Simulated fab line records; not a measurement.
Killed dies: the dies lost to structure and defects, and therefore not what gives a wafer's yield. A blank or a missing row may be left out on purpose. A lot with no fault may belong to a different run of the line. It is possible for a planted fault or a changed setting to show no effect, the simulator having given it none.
Which tool was responsible? ; flow rit_cmos ; 14 lots, 42 wafers sampled, at 1 step of a route of 202

## WHAT THE GAUGES SHOWED, per wafer
No reading from a measuring or inspecting step in the record can be judged against a usual standard deviation.

## WHAT TOOL EACH LOT RAN ON (gives the tool, then ch and the chambers of the sampled wafers, and finally the start)
lot;RIT_NRETRO_IMPLANT_08
L256;implanter-02 ch 0, day 2 05:56
L257;implanter-02 ch 0, day 2 10:48
L258;implanter-03 ch 0, day 2 15:01
L259;implanter-02 ch 0, day 2 20:32
L260;implanter-04 ch 0, day 3 02:22
L262;implanter-04 ch 0, day 3 13:11
L263;implanter-04 ch 0, day 3 17:57
L268;implanter-04 ch 0, day 4 22:28
L269;implanter-04 ch 0, day 5 01:24
L271;implanter-02 ch 0, day 5 10:14
L273;implanter-03 ch 0, day 5 18:34
L276;implanter-02 ch 0, day 6 09:52
L277;implanter-02 ch 0, day 6 14:26
L279;implanter-02 ch 0, day 7 00:37
- RIT_NRETRO_IMPLANT_08

## AS READ BY THE TOOLS THEMSELVES (means over the sampled wafers that have a number; for cases with no such wafer, the mark the record gives instead)
RIT_NRETRO_IMPLANT_08.
lot;tool;beam_on_s (s);dose_ions_cm2;tilt_deg (degrees)
L256;implanter-02;10.05;9.991e+12;7.012
L257;implanter-02;10.06;9.997e+12;6.999
L258;implanter-03;10.10;9.991e+12;7.000
L259;implanter-02;10.09;9.992e+12;7.033
L260;implanter-04;10.18;1.000e+13;6.986
L262;implanter-04;9.91;1.000e+13;7.011
L263;implanter-04;10.04;1.000e+13;7.041
L268;implanter-04;10.15;9.988e+12;6.458
L269;implanter-04;10.04;9.996e+12;6.456
L271;implanter-02;9.90;9.985e+12;6.994
L273;implanter-03;10.07;9.993e+12;6.999
L276;implanter-02;10.13;9.990e+12;7.020
L277;implanter-02;10.05;9.985e+12;6.994
L279;implanter-02;10.09;1.000e+13;6.983

## THE ANSWER, worked out from the rows above alone
Rule: the usual values come from the lots themselves. The widest of any qualifying gaps counts: lots, ordered by their means at a reading, are off when they make up no more than a third of the lots, leave a main group of 4 or more, and stand apart from it by 3 or more times the standard deviation of that group's means. Not used: any main group whose means are identical at the precision the tables above print for the reading. Also off: a lot with no number at a reading for which 4 or more lots have one. Any other lot the step has rows for is counted as sound. First the gauges in route order, then the tools' own readings, where a lot's mean is used as printed above. The first step at which some lot is off is used, and at that step the reading that is off furthest; a lot without a number counts as furthest.
Off, at RIT_NRETRO_IMPLANT_08 on tilt_deg: L268, L269. The main group: mean 7.006 degrees, standard deviation 0.017.
If a tool, at that step or one of the process steps before it, ran each lot that is off and ran no sound lot following the first of them, it fits. One fits: RIT_NRETRO_IMPLANT_08 on implanter-04. A fault onset in the window from L263 (day 3 17:57, its last sound lot) to L268 (day 4 22:28, its first lot off) fits.
The tool's own readings at RIT_NRETRO_IMPLANT_08 bear it out: on the lots that are off they differ by more than 5 times the standard deviation of the sound lots' means. tilt_deg reads 6.457 degrees there against 7.006 degrees on the sound lots.

## WHAT THE SIMULATOR PUT IN
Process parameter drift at RIT_NRETRO_IMPLANT_08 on implanter-04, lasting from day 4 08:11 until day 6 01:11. From 7, the setting tilt_deg moved by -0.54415. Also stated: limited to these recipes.
Struck lots among those shown: L268, L269. The same result came from the rule above.
